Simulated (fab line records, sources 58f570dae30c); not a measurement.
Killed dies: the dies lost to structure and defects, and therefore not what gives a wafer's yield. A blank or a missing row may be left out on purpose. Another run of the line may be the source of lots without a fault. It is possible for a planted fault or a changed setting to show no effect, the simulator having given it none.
Split-lot experiment | flow berkeleyCmos170 | 23 wafers read across 5 lots, on a route 331 steps long

THE SPLIT
At UCB170_SACOX_OXIDATION_01 (target thk 14.4 nm, ox time 2400 s), the setting oxTimeS was moved away from the recipe's 2400 s on 15 of the 23 wafers read, by -6.4% to +14.7%. All remaining wafers had this setting at the recipe value.

The file shows no step between the split and the reading.

THE READING
At UCB170_SACOX_THK_MEAS_02: SACOX_OXIDE_THK, given in nm. On this fab line, fault-free wafers typically give 14.51 nm with a standard deviation of 0.25 nm.

wafer  | tool, chamber at the split | oxTimeS as run, s | against the recipe | SACOX_OXIDE_THK, nm | against lot-mates on the recipe
L074.1 | -, -                       | 2752              | +14.7%             | 15.91               | no lot-mate on the recipe
L074.2 | -, -                       | 2752              | +14.7%             | 15.91               | no lot-mate on the recipe
L074.3 | -, -                       | 2752              | +14.7%             | 15.87               | no lot-mate on the recipe
L074.4 | -, -                       | 2752              | +14.7%             | 15.91               | no lot-mate on the recipe
L074.6 | -, -                       | 2752              | +14.7%             | 15.93               | no lot-mate on the recipe
L075.1 | furnace-01, 0              | 2400              | recipe             | 15.16               | -
L075.2 | furnace-01, 0              | 2400              | recipe             | 14.84               | -
L075.4 | furnace-01, 0              | 2400              | recipe             | 15.09               | -
L076.1 | -, -                       | 2400              | recipe             | 14.68               | -
L076.2 | -, -                       | 2400              | recipe             | 14.76               | -
L076.3 | -, -                       | 2400              | recipe             | 14.70               | -
L076.4 | -, -                       | 2400              | recipe             | 14.82               | -
L076.5 | -, -                       | 2400              | recipe             | 15.04               | -
L077.1 | -, -                       | 2247              | -6.4%              | 13.98               | no lot-mate on the recipe
L077.3 | -, -                       | 2247              | -6.4%              | 13.92               | no lot-mate on the recipe
L077.4 | -, -                       | 2247              | -6.4%              | 13.90               | no lot-mate on the recipe
L077.5 | -, -                       | 2247              | -6.4%              | 13.92               | no lot-mate on the recipe
L077.6 | -, -                       | 2247              | -6.4%              | 13.87               | no lot-mate on the recipe
L079.1 | -, -                       | 2700              | +12.5%             | 15.62               | no lot-mate on the recipe
L079.2 | -, -                       | 2700              | +12.5%             | 15.73               | no lot-mate on the recipe
L079.4 | -, -                       | 2700              | +12.5%             | 15.57               | no lot-mate on the recipe
L079.5 | -, -                       | 2700              | +12.5%             | 15.75               | no lot-mate on the recipe
L079.6 | -, -                       | 2700              | +12.5%             | 15.62               | no lot-mate on the recipe

FIT RESULTS
A straight line over all 23 wafers: SACOX_OXIDE_THK changes by +0.0851 nm for each +1% of oxTimeS; r = +0.96; the points scatter about the line by 0.21 nm.
Too few moved wafers have a lot-mate on the recipe to fit a line with each lot's own level taken away.

THE WHOLE CHAIN: every reading that the file lists as answering this split, in the file's order
step                      | what it does                       | reading                                                                           | change (the file's fit)                | r (the file's)
UCB170_SACOX_OXIDATION_01 | target thk 14.4 nm, ox time 2400 s | SiO2_of_SACOX_OXIDATION_01.thkNm (the simulator's own value, which no gauge read) | +0.0857 nm for each +1% of the setting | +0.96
UCB170_SACOX_THK_MEAS_02  |                                    | SACOX_OXIDE_THK                                                                   | +0.0852 for each +1% of the setting    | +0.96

THE FILE'S OWN FIT
SACOX_OXIDE_THK changes by +0.0852 nm for each +1% of oxTimeS, r = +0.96.
